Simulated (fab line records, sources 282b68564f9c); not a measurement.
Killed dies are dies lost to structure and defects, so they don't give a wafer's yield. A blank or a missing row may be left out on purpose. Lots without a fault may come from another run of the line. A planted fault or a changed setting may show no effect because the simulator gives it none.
fab line records | flow rit_cmos
record lots=14 wafers=42 last_day=7
route steps=202 shown PWELL@45 PRETRO@74 SPACER@125 NSD@140 M1@202
lots that met no fault: from a run of the same line without faults
start_h: hours from the record's first day to the start of the lot's first wafer shown | wait_h: hours since the lot's step before | " the same as in the row above | L1.1+2: a row that stands for several wafers | - no value, or no start given | * or withheld: withheld | < > ~ a bound
route shown NAME@n: a module of which the file shows steps, and the number in the route of the first | usual: mean/standard deviation of fault-free wafers | same: alike in all rows | chamber/n: place in a boat | sites: the reading at each site | _std_site: their standard deviation | _edge_site: outer sites' mean less inner sites' | radius_mm: how far each site lies from the wafer's centre | mask NAME#n: copy n | behind: the tool/chamber that last shaped the wafer | hold: why the lot was held/for how many hours/how that ended | device: the transistor (n, p or np) that didn't switch | end of line: the same wafers' tests at the end of the route | a step without rows: its recipe alone | killed: dies lost to structure and defects at the first sort, not the wafer's yield | map: a wafer's dies, x killed, . not, _ none there
set.NAME: the setting as run; set.NAME@STEP: as run at that earlier step | model.NAME: the simulator's own value behind a step, which no gauge read
steps of the route over a sample of lots; a table a step, a row a wafer
services: from which hour (start_h, from the record's first day; less than 0 if before it) a tool's chamber was out of use, for how many hours, and why
## steps
# step RIT_PWELL_OVL_MEAS_06
# usual PWELL_OVL=0.5/1.4
# columns lot.wafer tool chamber start_h wait_h PWELL_OVL[nm]
L848.2 overlay-01 - 28.58 - 2.3
L848.3 " - " " 2.2
L848.5 " - " " 1.6
L849.2 overlay-02 - 32.67 - 1.1
L849.3 " - " " -0.8
L849.6 " - " " -0.5
L851.1 overlay-01 - 44.51 - -1.1
L851.3 " - " " -0.3
L851.6 " - " " -1.6
L853.1 overlay-01 - 53.30 - 0.0
L853.3 " - " " -0.8
L853.5 " - " " 0.7
L855.3 overlay-01 - 62.46 - 1.1
L855.5 " - " " 1.3
L855.6 " - " " 1.0
L857.2 overlay-02 - 77.71 - 0.9
L857.4 " - " " 1.1
L857.5 " - " " 1.0
L858.1 overlay-02 - 78.60 - 2.5
L858.2 " - " " 1.6
L858.5 " - " " 1.4
L859.1 overlay-02 - 82.11 - 0.1
L859.3 " - " " 1.0
L859.5 " - " " 0.7
L860.3 overlay-01 - 87.21 - -1.1
L860.4 " - " " -1.1
L860.5 " - " " -0.3
L861.4 overlay-02 - 93.04 - -1.9
L861.5 " - " " -1.8
L861.6 " - " " -1.0
L862.1 overlay-02 - 97.00 - -3.4
L862.5 " - " " -1.9
L862.6 " - " " -2.8
L864.1 overlay-02 - 106.80 - 0.9
L864.2 " - " " 2.1
L864.6 " - " " -0.2
L865.2 overlay-01 - 112.06 - 1.4
L865.5 " - " " 1.0
L865.6 " - " " 0.5
L870.3 overlay-02 - 139.02 - 1.6
L870.4 " - " " 2.7
L870.6 " - " " 0.4
# step RIT_PRETRO_TW_MEAS_10
# usual PRETRO_TW=478.0/2.6
# columns lot.wafer tool chamber start_h wait_h PRETRO_TW
L848.2 film_metro-04 - 37.62 0.1 480.7
L848.3 " - " " 482.9
L848.5 " - " " 483.0
L849.2 film_metro-04 - 44.22 0.1 481.4
L849.3 " - " " 485.9
L849.6 " - " " 483.3
L851.1 film_metro-01 - 55.45 0.1 474.4
L851.3 " - " " 472.6
L851.6 " - " " 473.4
L853.1 film_metro-01 - 62.36 0.1 476.2
L853.3 " - " " 475.2
L853.5 " - " " 475.0
L855.3 film_metro-01 - 72.11 0.1 479.4
L855.5 " - " " 478.9
L855.6 " - " " 479.3
L857.2 film_metro-01 - 87.04 0.1 480.2
L857.4 " - " " 478.4
L857.5 " - " " 482.6
L858.1 film_metro-02 - 87.76 0.1 475.9
L858.2 " - " " 478.2
L858.5 " - " " 475.2
L859.1 film_metro-01 - 92.12 0.1 477.4
L859.3 " - " " 479.3
L859.5 " - " " 478.3
L860.3 film_metro-04 - 96.46 0.1 475.3
L860.4 " - " " 477.2
L860.5 " - " " 478.4
L861.4 film_metro-04 - 102.44 0.1 477.1
L861.5 " - " " 477.0
L861.6 " - " " 480.2
L862.1 film_metro-04 - 106.03 0.1 478.8
L862.5 " - " " 480.9
L862.6 " - " " 478.7
L864.1 film_metro-01 - 116.17 0.1 480.5
L864.2 " - " " 479.1
L864.6 " - " " 478.9
L865.2 film_metro-01 - 121.41 0.1 475.4
L865.5 " - " " 475.8
L865.6 " - " " 478.2
L870.3 film_metro-01 - 148.73 0.1 479.9
L870.4 " - " " 478.2
L870.6 " - " " 475.2
# step RIT_SPACER_CLEAN_00
# recipe chemistry=SC1 mix=3:3:50 time_s=600 temp_c=75
# usual run_length_s=628/3.8
# columns lot.wafer tool chamber start_h wait_h run_length_s
L848.2 wet_bench-04 2 53.59 0.0 625
L848.3 " 2 " " 625
L848.5 " 2 " " 625
L849.2 wet_bench-04 3 55.74 0.0 626
L849.3 " 3 " " 626
L849.6 " 3 " " 626
L851.1 wet_bench-01 2 67.32 0.1 635
L851.3 " 2 " " 635
L851.6 " 2 " " 635
L853.1 wet_bench-04 0 74.13 0.1 633
L853.3 " 0 " " 633
L853.5 " 0 " " 633
L855.3 wet_bench-04 0 84.46 0.0 626
L855.5 " 0 " " 626
L855.6 " 0 " " 626
L857.2 wet_bench-04 3 98.55 0.0 626
L857.4 " 3 " " 626
L857.5 " 3 " " 626
L858.1 wet_bench-04 1 99.14 0.1 624
L858.2 " 1 " " 624
L858.5 " 1 " " 624
L859.1 wet_bench-04 1 104.10 0.1 625
L859.3 " 1 " " 625
L859.5 " 1 " " 625
L860.3 wet_bench-01 2 108.22 0.0 627
L860.4 " 2 " " 627
L860.5 " 2 " " 627
L861.4 wet_bench-04 0 114.30 0.0 508
L861.5 " 0 " " 508
L861.6 " 0 " " 508
L862.1 wet_bench-04 2 117.55 0.1 500
L862.5 " 2 " " 500
L862.6 " 2 " " 500
L864.1 wet_bench-01 0 128.41 0.1 635
L864.2 " 0 " " 635
L864.6 " 0 " " 635
L865.2 wet_bench-01 1 133.88 0.0 632
L865.5 " 1 " " 632
L865.6 " 1 " " 632
L870.3 wet_bench-01 1 163.73 0.0 625
L870.4 " 1 " " 625
L870.6 " 1 " " 625
# step RIT_NSD_STRIP_09
# recipe chemistry=O2 time_s=180 resist=NOVOLAK platen_temp_c=withheld power_w=500 pressure_mtorr=4000 o2_flow_sccm=4000
# usual drypump_motor_current_A=5.74/0.28
# columns lot.wafer tool chamber start_h wait_h drypump_motor_current_A rf_hours_counter_h
L848.2 plasma_asher-01 0 57.39 0.1 5.39 40
L848.3 " 1 " " 6.09 -
L848.5 " 1 " " 6.12 -
L849.2 plasma_asher-01 1 59.78 0.1 6.16 40
L849.3 " 0 " " 5.42 -
L849.6 " 1 " " 6.12 -
L851.1 plasma_asher-02 1 71.02 0.1 5.33 27
L851.3 " 1 " " 5.34 -
L851.6 " 0 " " 6.04 -
L853.1 plasma_asher-02 0 77.84 0.1 6.03 27
L853.3 " 1 " " 5.33 -
L853.5 " 1 " " 5.32 -
L855.3 plasma_asher-02 0 88.32 0.1 6.05 -
L855.5 " 1 " " 5.34 -
L855.6 " 0 " " 6.04 -
L857.2 plasma_asher-04 0 102.56 0.1 5.74 49
L857.4 " 1 " " 5.81 -
L857.5 " 0 " " 5.76 -
L858.1 plasma_asher-02 1 103.67 0.1 5.33 31
L858.2 " 0 " " 6.03 31
L858.5 " 0 " " 6.02 -
L859.1 plasma_asher-04 1 107.78 0.1 5.81 49
L859.3 " 0 " " 5.73 -
L859.5 " 1 " " 5.80 -
L860.3 plasma_asher-01 0 112.92 0.1 5.41 -
L860.4 " 1 " " 6.10 -
L860.5 " 1 " " 6.13 -
L861.4 plasma_asher-04 0 118.27 0.1 5.71 -
L861.5 " 1 " " 5.80 -
L861.6 " 0 " " 5.70 -
L862.1 plasma_asher-02 0 121.36 0.1 6.02 33
L862.5 " 1 " " 5.33 -
L862.6 " 0 " " 6.01 -
L864.1 plasma_asher-01 1 132.35 0.1 6.12 46
L864.2 " 0 " " 5.39 46
L864.6 " 0 " " 5.43 -
L865.2 plasma_asher-02 0 137.79 0.1 6.01 35
L865.5 " 0 " " 6.03 -
L865.6 " 1 " " 5.34 -
L870.3 plasma_asher-04 0 167.46 0.1 5.79 -
L870.4 " 1 " " 5.80 -
L870.6 " 1 " " 5.76 -
# step RIT_M1_PROBE_99
# usual killed_at_contacts=0.1/0.32 killed_at_front_end=6.7/2.9 killed_dies=6.8/2.9 killed_open=3.3/1.7 killed_short=3.4/2.1
# same gross_dies=264 killed_at_M0_to_M3=0 killed_at_M4_up=0 killed_at_back_side=0 killed_at_other=0
# columns lot.wafer tool chamber start_h wait_h killed_at_contacts killed_at_front_end killed_dies killed_open killed_short
L848.2 prober-01 - 68.72 0.1 0 5 5 3 2
L848.3 prober-01 - 68.77 0.2 0 10 10 6 4
L848.5 prober-01 - 68.87 0.2 0 7 7 1 6
L857.2 prober-02 - 112.83 0.1 0 10 10 2 8
L857.4 prober-02 - 112.93 0.2 0 5 5 3 2
L857.5 prober-02 - 112.98 0.2 0 7 7 4 3
L864.1 prober-01 - 143.88 0.1 0 6 6 3 3
L864.2 prober-01 - 143.93 0.1 0 13 13 5 8
L864.6 prober-01 - 144.13 0.2 0 11 11 3 8
# killed by level:class
L848.2 SPACER:geometric_particle:open=2 GATE:geometric_particle:open=1 GATE:geometric_particle:short=1 SPACER:geometric_particle:short=1
L848.3 SPACER:geometric_particle:open=3 ACTIVE:geometric_particle:open=1 FOX1:geometric_particle:short=1 FOX1:geometric_particle:open=1 GATE:geometric_particle:open=1 GATE:geometric_particle:short=1 REOX:geometric_particle:short=1 SILICIDE:geometric_particle:short=1
L848.5 GATE:geometric_particle:short=3 FOX1:geometric_particle:short=2 SPACER:geometric_particle:open=1 SILICIDE:geometric_particle:short=1
L857.2 GATE:geometric_particle:short=5 FOX2:geometric_particle:short=3 GATE:geometric_particle:open=1 SILICIDE:geometric_particle:open=1
L857.4 FOX1:geometric_particle:open=2 GATE:geometric_particle:short=2 SILICIDE:geometric_particle:open=1
L857.5 GATE:geometric_particle:short=2 GATE:geometric_particle:open=2 SILICIDE:geometric_particle:open=2 FOX1:geometric_particle:short=1
L864.1 SPACER:geometric_particle:open=2 FOX2:geometric_particle:short=1 GATE:geometric_particle:short=1 REOX:geometric_particle:open=1 SILICIDE:geometric_particle:short=1
L864.2 FOX1:geometric_particle:short=3 SILICIDE:geometric_particle:open=2 FOX2:geometric_particle:open=2 GATE:geometric_particle:short=2 SPACER:geometric_particle:short=2 SPACER:geometric_particle:open=1 SILICIDE:geometric_particle:short=1
L864.6 FOX2:geometric_particle:short=2 FOX2:geometric_particle:open=2 SPACER:geometric_particle:short=2 SILICIDE:geometric_particle:short=2 FOX1:geometric_particle:short=1 GATE:geometric_particle:short=1 GATE:geometric_particle:open=1
## services
# columns tool chamber start_h hours kind
plasma_asher-02 - 33.23 0.7 repair
plasma_asher-01 - 74.94 15.6 pm
plasma_asher-01 - 106.05 2.8 repair
plasma_asher-04 - 108.81 9.0 pm
plasma_asher-04 0 108.81 9.0 vent_cycle
plasma_asher-04 1 108.81 9.0 vent_cycle
wet_bench-01 - 113.48 4.4 repair
plasma_asher-02 - 116.39 3.3 repair
plasma_asher-04 0 117.81 - clean
plasma_asher-04 1 117.81 - clean
plasma_asher-04 - 153.94 2.8 pm
plasma_asher-02 - 165.16 0.5 repair
## key
first_sign step=RIT_SPACER_CLEAN_00 reading=run_length_s direction=down sigmas=33 usual=* struck=*
effect none on later readings
met_at RIT_SPACER_CLEAN_00
struck_lots L861,L862
tester_left_out L861,L862
not_acting_at RIT_PWELL_OVL_MEAS_06,RIT_PRETRO_TW_MEAS_10,RIT_NSD_STRIP_09
onset_between 104.10 114.30
fault kind=process_parameter_drift tool=wet_bench-04 chamber=- onset_h=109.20 steps=RIT_SPACER_CLEAN_00 channel=time_s offset=* shape=step end_h=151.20 acts_in=* stated=*
# tester_left_out: of these lots the tester's yield and bins aren't shown, on N5 and GAA mostly nor the transistor test; their killed dies are dies lost to structure and defects alone, not to doping, threshold or leakage, so they don't give the yield
